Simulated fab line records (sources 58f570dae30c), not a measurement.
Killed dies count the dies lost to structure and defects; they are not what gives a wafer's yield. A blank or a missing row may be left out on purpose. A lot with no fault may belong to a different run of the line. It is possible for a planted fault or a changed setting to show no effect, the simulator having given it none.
Struck lot and sound lot, side by side + flow berkeley-cmos170 + 14 out of 331 route steps
Sound: the wafers L360.2, L360.3, L360.6. The struck wafers were L368.2, L368.4, L368.6. The cause comes at the end.
At each step with rows: each side's tool, then ch and its chambers, then its first start. Under that, the readings that differ: sound wafers + struck wafers + difference of the means + sigmas: that difference in standard deviations of wafers without a fault.
alike: readings whose means differ by less than 2 such deviations, and words and numbers that are the same on both sides. not compared: withheld readings, readings that some wafer has no value for, bounds like >300 that may hide the same value, and numbers for which the record gives no deviation and whose values overlap.
Wherever a step has rows on one side only, a row that says differs or no value, or a row with sigmas, the two part there. Numbers that don't overlap but have no deviation are shown without sigmas and don't part them. A reading that every wafer of one side lacks parts them only if that side has two wafers or more.

UCB170_M1_CD_MEAS_90: target cd 700 nm.
  sound on cd-sem-01 at day 8 21:50; struck on cd-sem-02 at day 10 21:31
  alike: cd-nm
then, 1 step without rows for these wafers: UCB170_M1_ANNEAL_14 (time 1200 s).
UCB170_V1_CVD_00: deposits SiO2 from TEOS/O2, target thk 2000 nm, time 250 s.
  sound on pecvd-03 ch 0,2, day 9 00:20; struck on pecvd-03 ch 0,1,2, day 10 23:51
  alike: heater-power-w
UCB170_V1_THK_MEAS_01:
  sound on film-metro-02 at day 9 00:29; struck on film-metro-04 at day 11 00:01
  alike: V1_TEOS_THK
UCB170_V1_CMP_02: polishes SiO2.
  sound on cmp-01 ch 2,3, day 9 00:32; struck on cmp-02 ch 0,1,3, day 11 00:10
  alike: motor-current-A
UCB170_V1_BOW_MEAS_03:
  sound on film-metro-01 at day 9 00:52; struck on film-metro-01 at day 11 00:23
  alike: V1_BOW
UCB170_V1_THK_MEAS_04:
  sound on film-metro-01 at day 9 00:58; struck on film-metro-01 at day 11 00:30
  alike: V1_POLISHED_THK
then, 5 steps without rows for these wafers: UCB170_V1_CLEAN_05 (cleans in DIW); UCB170_V1_HMDS_06 (prime time 60 s); UCB170_V1_COAT_07 (resist thk 900 nm); UCB170_V1_SOFTBAKE_08 (time 60 s); UCB170_V1_EXPOSE_09 (exposes mask VIA1, target cd 700 nm).
UCB170_V1_PEB_10:
  struck on litho-track-01, day 11 02:01; sound on litho-track-01 ch 0, day 9 04:50
  no value came back on the struck wafers for chill-plate-temp-C (C), exhaust-pa (Pa), resist-line-temp-C (C); on the sound wafers chill-plate-temp-C (C) reads 23.06 23.07 23.12
then, 1 step without rows for these wafers: UCB170_V1_DEVELOP_11 (develop time 45 s).

== WHERE THEY PART ==
Within this record, at UCB170_V1_PEB_10 only.

WHY: the cause the simulator had injected
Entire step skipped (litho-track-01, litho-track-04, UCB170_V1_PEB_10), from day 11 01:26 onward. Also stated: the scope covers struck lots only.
